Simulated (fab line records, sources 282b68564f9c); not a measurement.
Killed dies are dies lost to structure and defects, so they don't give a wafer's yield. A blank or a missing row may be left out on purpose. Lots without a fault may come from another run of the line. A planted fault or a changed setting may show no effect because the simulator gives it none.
fab line records | flow rit_cmos
record lots=14 wafers=42 last_day=7
route steps=202 shown PWELL@41 GATE@83 REOX@102 M1@202
lots that met no fault: from a run of the same line without faults
start_h: hours from the record's first day to the start of the lot's first wafer shown | wait_h: hours since the lot's step before | " the same as in the row above | L1.1+2: a row that stands for several wafers | - no value, or no start given | * or withheld: withheld | < > ~ a bound
route shown NAME@n: a module of which the file shows steps, and the number in the route of the first | usual: mean/standard deviation of fault-free wafers | same: alike in all rows | chamber/n: place in a boat | sites: the reading at each site | _std_site: their standard deviation | _edge_site: outer sites' mean less inner sites' | radius_mm: how far each site lies from the wafer's centre | mask NAME#n: copy n | behind: the tool/chamber that last shaped the wafer | hold: why the lot was held/for how many hours/how that ended | device: the transistor (n, p or np) that didn't switch | end of line: the same wafers' tests at the end of the route | a step without rows: its recipe alone | killed: dies lost to structure and defects at the first sort, not the wafer's yield | map: a wafer's dies, x killed, . not, _ none there
set.NAME: the setting as run; set.NAME@STEP: as run at that earlier step | model.NAME: the simulator's own value behind a step, which no gauge read
steps of the route over a sample of lots; a table a step, a row a wafer
services: from which hour (start_h, from the record's first day; less than 0 if before it) a tool's chamber was out of use, for how many hours, and why
## steps
# step RIT_PWELL_SOFTBAKE_02
# recipe resist=NOVOLAK temp_c=90 time_s=60
# usual heater_power_total_W=34.56/0.054 run_length_s=89.07/0.12
# columns lot.wafer tool chamber start_h wait_h heater_power_total_W run_length_s
L986.2 litho_track-04 0 27.46 0.1 34.52 88.99
L986.5 " 0 " " 34.48 88.88
L986.6 " 0 " " 34.52 88.89
L988.2 litho_track-02 0 36.63 0.1 34.64 88.95
L988.3 " 0 " " 34.58 88.95
L988.5 " 0 " " 34.54 89.04
L991.1 litho_track-02 0 48.11 0.1 34.47 89.11
L991.3 " 0 " " 34.60 89.22
L991.5 " 0 " " 34.52 88.98
L993.1 litho_track-04 0 63.97 0.1 34.60 89.22
L993.5 " 0 " " 34.62 88.96
L993.6 " 0 " " 34.53 89.13
L994.1 litho_track-02 0 70.61 0.1 34.48 89.05
L994.4 " 0 " " 34.38 88.93
L994.6 " 0 " " 34.46 88.94
L998.3 litho_track-04 0 84.22 0.1 34.59 89.16
L998.4 " 0 " " 34.59 89.21
L998.5 " 0 " " 34.63 88.93
L100.1 litho_track-04 0 95.30 0.1 35.57 83.00
L100.2 " 0 " " 35.60 82.94
L100.5 " 0 " " 35.64 82.87
L101.1 litho_track-04 0 101.42 0.1 35.63 82.90
L101.4 " 0 " " 35.62 82.91
L101.5 " 0 " " 35.57 82.83
L102.1 litho_track-02 0 106.85 0.1 34.60 89.07
L102.3 " 0 " " 34.61 89.02
L102.4 " 0 " " 34.61 89.05
L104.3 litho_track-02 0 113.03 0.1 34.60 88.97
L104.4 " 0 " " 34.53 89.06
L104.6 " 0 " " 34.58 88.94
L105.1 litho_track-02 0 118.22 0.1 34.52 89.31
L105.2 " 0 " " 34.61 88.98
L105.5 " 0 " " 34.53 89.03
L106.1 litho_track-02 0 123.52 0.1 34.61 88.99
L106.4 " 0 " " 34.62 89.02
L106.6 " 0 " " 34.47 89.03
L107.2 litho_track-01 0 127.31 0.1 34.61 89.09
L107.3 " 0 " " 34.46 89.07
L107.6 " 0 " " 34.58 89.12
L108.1 litho_track-01 0 134.94 0.1 34.45 88.99
L108.2 " 0 " " 34.56 89.42
L108.5 " 0 " " 34.47 89.07
# step RIT_GATE_THK_MEAS_07
# recipe reads=SiO2_of_GATE_OXIDATION_05
# usual GATE_OXIDE_THK=3.01/0.06
# columns lot.wafer tool chamber start_h wait_h GATE_OXIDE_THK[nm]
L986.2 film_metro-03 - 42.72 0.0 3.02
L986.5 " - " " 2.86
L986.6 " - " " 2.88
L988.2 film_metro-01 - 55.14 0.0 3.03
L988.3 " - " " 3.04
L988.5 " - " " 3.07
L991.1 film_metro-01 - 64.54 0.0 3.02
L991.3 " - " " 3.04
L991.5 " - " " 3.01
L993.1 film_metro-02 - 79.82 0.0 2.97
L993.5 " - " " 3.02
L993.6 " - " " 3.02
L994.1 film_metro-01 - 84.19 0.0 3.03
L994.4 " - " " 3.09
L994.6 " - " " 3.02
L998.3 film_metro-01 - 98.66 0.0 3.07
L998.4 " - " " 3.12
L998.5 " - " " 3.07
L100.1 film_metro-01 - 110.43 0.0 3.01
L100.2 " - " " 3.03
L100.5 " - " " 3.00
L101.1 film_metro-02 - 118.50 0.0 2.99
L101.4 " - " " 3.01
L101.5 " - " " 3.04
L102.1 film_metro-03 - 121.65 0.0 2.86
L102.3 " - " " 3.09
L102.4 " - " " 2.97
L104.3 film_metro-02 - 127.46 0.0 2.97
L104.4 " - " " 2.98
L104.6 " - " " 2.98
L105.1 film_metro-02 - 133.53 0.0 2.99
L105.2 " - " " 2.98
L105.5 " - " " 2.92
L106.1 film_metro-03 - 135.39 0.0 3.05
L106.4 " - " " 3.08
L106.6 " - " " 3.00
L107.2 film_metro-01 - 142.82 0.0 2.97
L107.3 " - " " 2.89
L107.6 " - " " 2.91
L108.1 film_metro-01 - 149.34 0.0 2.93
L108.2 " - " " 2.98
L108.5 " - " " 2.96
# step RIT_GATE_STRIP_20
# recipe chemistry=O2 time_s=180 resist=NOVOLAK platen_temp_c=withheld power_w=500 pressure_mtorr=4000 o2_flow_sccm=4000
# usual chamber_pressure_mTorr=4000/4 drypump_motor_current_A=5.9/0.51
# columns lot.wafer tool chamber start_h wait_h chamber_pressure_mTorr drypump_motor_current_A rf_hours_counter_h
L986.2 plasma_asher-01 1 46.24 0.1 3998 5.2 25
L986.5 " 1 " " 4003 5.2 -
L986.6 " 0 " " 4003 6.2 -
L988.2 plasma_asher-01 1 58.36 0.1 4001 5.2 27
L988.3 " 0 " " 3996 6.2 -
L988.5 " 1 " " 4003 5.2 -
L991.1 plasma_asher-01 1 67.64 0.1 3997 5.2 28
L991.3 " 1 " " 3993 5.2 -
L991.5 " 0 " " 3998 6.2 -
L993.1 plasma_asher-01 1 82.99 0.1 4002 5.2 30
L993.5 " 1 " " 3999 5.2 -
L993.6 " 0 " " 3999 6.2 -
L994.1 plasma_asher-02 0 87.41 0.1 4003 6.4 47
L994.4 " 0 " " 4005 6.4 -
L994.6 " 0 " " 3997 6.4 -
L998.3 plasma_asher-04 1 102.03 0.1 3995 5.6 -
L998.4 " 0 " " 4000 5.8 -
L998.5 " 0 " " 3996 5.9 -
L100.1 plasma_asher-01 0 113.92 0.1 4004 6.2 34
L100.2 " 1 " " 4004 5.2 34
L100.5 " 1 " " 4001 5.2 -
L101.1 plasma_asher-01 0 121.62 0.1 4000 6.2 34
L101.4 " 1 " " 4000 5.2 -
L101.5 " 0 " " 4000 6.2 -
L102.1 plasma_asher-04 0 124.72 0.1 3998 5.9 43
L102.3 " 0 " " 3996 5.9 -
L102.4 " 1 " " 4001 5.6 -
L104.3 plasma_asher-04 0 130.50 0.1 4001 5.9 -
L104.4 " 1 " " 4000 5.6 -
L104.6 " 0 " " 3994 5.9 -
L105.1 plasma_asher-01 0 136.78 0.1 4002 6.2 36
L105.2 " 1 " " 4004 5.2 36
L105.5 " 0 " " 3998 6.2 -
L106.1 plasma_asher-04 1 139.55 0.1 3999 5.6 45
L106.4 " 1 " " 4000 5.6 -
L106.6 " 1 " " 3999 5.6 -
L107.2 plasma_asher-01 0 145.94 0.1 3997 6.2 37
L107.3 " 1 " " 4004 5.2 -
L107.6 " 0 " " 4003 6.2 -
L108.1 plasma_asher-02 1 152.37 0.1 3994 6.5 4
L108.2 " 0 " " 3995 6.4 4
L108.5 " 1 " " 3999 6.5 -
# step RIT_REOX_THK_MEAS_04
# recipe reads=SiO2_of_REOX_OXIDATION_03
# usual REOX_OXIDE_THK=25.2/0.48
# columns lot.wafer tool chamber start_h wait_h REOX_OXIDE_THK[nm]
L986.2 film_metro-01 - 51.10 0.0 24.9
L986.5 " - " " 24.5
L986.6 " - " " 24.8
L988.2 film_metro-04 - 63.73 0.0 25.8
L988.3 " - " " 25.8
L988.5 " - " " 25.8
L991.1 film_metro-01 - 72.15 0.0 24.7
L991.3 " - " " 24.9
L991.5 " - " " 24.7
L993.1 film_metro-04 - 86.74 0.0 25.5
L993.5 " - " " 25.5
L993.6 " - " " 25.4
L994.1 film_metro-03 - 90.92 0.0 25.5
L994.4 " - " " 25.3
L994.6 " - " " 25.4
L998.3 film_metro-01 - 106.50 0.0 26.3
L998.4 " - " " 26.0
L998.5 " - " " 26.3
L100.1 film_metro-01 - 117.72 0.0 25.1
L100.2 " - " " 25.5
L100.5 " - " " 25.0
L101.1 film_metro-04 - 125.26 0.0 26.2
L101.4 " - " " 25.6
L101.5 " - " " 25.7
L102.1 film_metro-03 - 128.08 0.0 25.2
L102.3 " - " " 24.9
L102.4 " - " " 25.2
L104.3 film_metro-04 - 135.64 0.0 24.7
L104.4 " - " " 24.6
L104.6 " - " " 25.1
L105.1 film_metro-01 - 140.05 0.0 25.5
L105.2 " - " " 25.4
L105.5 " - " " 25.4
L106.1 film_metro-03 - 144.00 0.0 25.2
L106.4 " - " " 25.0
L106.6 " - " " 25.1
L107.2 film_metro-01 - 149.62 0.0 25.4
L107.3 " - " " 25.0
L107.6 " - " " 25.4
L108.1 film_metro-03 - 155.62 0.0 24.4
L108.2 " - " " 24.4
L108.5 " - " " 24.5
# step RIT_M1_PROBE_99
# usual killed_at_M0_to_M3=0.0/0.16 killed_at_contacts=0.1/0.24 killed_at_front_end=7/3.2 killed_dies=7/3.2 killed_open=3.4/2 killed_short=3.5/2.2
# same gross_dies=264 killed_at_M4_up=0 killed_at_back_side=0 killed_at_other=0
# columns lot.wafer tool chamber start_h wait_h killed_at_M0_to_M3 killed_at_contacts killed_at_front_end killed_dies killed_open killed_short
L993.1 prober-01 - 103.27 0.1 0 0 6 6 3 3
L993.5 prober-01 - 103.47 0.2 0 0 9 9 5 4
L993.6 prober-01 - 103.52 0.2 0 0 7 7 5 2
L998.3 prober-02 - 123.49 0.2 0 0 5 5 3 2
L998.4 prober-02 - 123.54 0.2 0 0 6 6 3 3
L998.5 prober-02 - 123.59 0.2 0 0 6 6 5 1
L100.1 prober-02 - 134.21 0.1 0 0 7 7 3 4
L100.2 prober-02 - 134.26 0.1 0 0 8 8 2 6
L100.5 prober-02 - 134.41 0.2 0 0 6 6 5 1
L101.1 prober-01 - 142.11 0.1 0 0 9 9 4 5
L101.4 prober-01 - 142.26 0.2 0 0 5 5 3 2
L101.5 prober-01 - 142.31 0.2 0 0 4 4 1 3
L105.1 prober-01 - 157.44 0.1 0 0 5 5 4 1
L105.2 prober-01 - 157.49 0.1 0 0 2 2 1 1
L105.5 prober-01 - 157.64 0.2 0 0 3 3 0 3
L108.1 prober-02 - 172.23 0.1 0 0 3 3 3 0
L108.2 prober-02 - 172.28 0.1 0 0 4 4 1 3
L108.5 prober-02 - 172.43 0.2 0 0 4 4 3 1
# killed by level:class
L993.1 SPACER:geometric_particle:short=2 FOX1:geometric_particle:open=1 GATE:geometric_particle:short=1 SPACER:geometric_particle:open=1 SILICIDE:geometric_particle:open=1
L993.5 GATE:geometric_particle:short=3 GATE:geometric_particle:open=2 SPACER:geometric_particle:open=2 FOX1:geometric_particle:short=1 FOX2:geometric_particle:open=1
L993.6 GATE:geometric_particle:open=3 FOX2:geometric_particle:short=1 REOX:geometric_particle:open=1 SPACER:geometric_particle:open=1 SPACER:geometric_particle:short=1
L998.3 FOX2:geometric_particle:open=1 FOX2:geometric_particle:short=1 GATE:geometric_particle:open=1 GATE:geometric_particle:short=1 SILICIDE:geometric_particle:open=1
L998.4 FOX2:geometric_particle:short=2 FOX1:geometric_particle:open=1 SPACER:geometric_particle:open=1 SILICIDE:geometric_particle:open=1 SILICIDE:geometric_particle:short=1
L998.5 FOX2:geometric_particle:open=2 SPACER:geometric_particle:open=2 GATE:geometric_particle:short=1 GATE:geometric_particle:open=1
L100.1 GATE:geometric_particle:open=2 FOX2:geometric_particle:short=1 GATE:geometric_particle:short=1 SPACER:geometric_particle:short=1 SPACER:geometric_particle:open=1 SILICIDE:geometric_particle:short=1
L100.2 REOX:geometric_particle:short=3 GATE:geometric_particle:open=1 GATE:geometric_particle:short=1 SILICIDE:geometric_particle:short=1 REOX:geometric_particle:open=1 SPACER:geometric_particle:short=1
L100.5 FOX1:geometric_particle:open=2 GATE:geometric_particle:open=1 GATE:geometric_particle:short=1 SPACER:geometric_particle:open=1 SILICIDE:geometric_particle:open=1
L101.1 FOX2:geometric_particle:short=2 FOX1:geometric_particle:short=1 FOX2:geometric_particle:open=1 GATE:geometric_particle:open=1 REOX:geometric_particle:open=1 SPACER:geometric_particle:short=1 SPACER:geometric_particle:open=1 SILICIDE:geometric_particle:short=1
L101.4 FOX1:geometric_particle:open=1 FOX2:geometric_particle:open=1 GATE:geometric_particle:short=1 REOX:geometric_particle:short=1 REOX:geometric_particle:open=1
L101.5 FOX1:geometric_particle:short=1 FOX2:geometric_particle:short=1 GATE:geometric_particle:short=1 SPACER:geometric_particle:open=1
L105.1 GATE:geometric_particle:open=2 FOX2:geometric_particle:open=1 GATE:geometric_particle:short=1 SPACER:geometric_particle:open=1
L105.2 FOX1:geometric_particle:open=1 REOX:geometric_particle:short=1
L105.5 REOX:geometric_particle:short=1 SPACER:geometric_particle:short=1 SILICIDE:geometric_particle:short=1
L108.1 FOX2:geometric_particle:open=1 GATE:geometric_particle:open=1 REOX:geometric_particle:open=1
L108.2 FOX2:geometric_particle:short=2 FOX2:geometric_particle:open=1 SILICIDE:geometric_particle:short=1
L108.5 FOX1:geometric_particle:open=1 GATE:geometric_particle:short=1 GATE:geometric_particle:open=1 REOX:geometric_particle:open=1
## services
# columns tool chamber start_h hours kind
plasma_asher-04 - 46.63 28.1 pm
plasma_asher-04 - 86.48 2.8 pm
plasma_asher-02 - 108.75 9.0 pm
plasma_asher-02 0 108.75 9.0 vent_cycle
plasma_asher-02 1 108.75 9.0 vent_cycle
plasma_asher-01 - 114.96 0.6 repair
plasma_asher-02 0 117.75 - clean
plasma_asher-02 1 117.75 - clean
## key
first_sign step=RIT_PWELL_SOFTBAKE_02 reading=run_length_s direction=down sigmas=53 usual=* struck=*
effect step=RIT_PWELL_SOFTBAKE_02 reading=heater_power_total_W direction=up sigmas=19 usual=34.56 struck=35.61
met_at RIT_PWELL_SOFTBAKE_02
struck_lots L100,L101
tester_left_out L100,L101
not_acting_at RIT_GATE_THK_MEAS_07,RIT_GATE_STRIP_20,RIT_REOX_THK_MEAS_04
onset_between 84.22 95.30
fault kind=process_parameter_drift tool=litho_track-04 chamber=- onset_h=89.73 steps=RIT_PWELL_SOFTBAKE_02 channel=time_s offset=* shape=step end_h=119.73 acts_in=* stated=*
# tester_left_out: of these lots the tester's yield and bins aren't shown, on N5 and GAA mostly nor the transistor test; their killed dies are dies lost to structure and defects alone, not to doping, threshold or leakage, so they don't give the yield
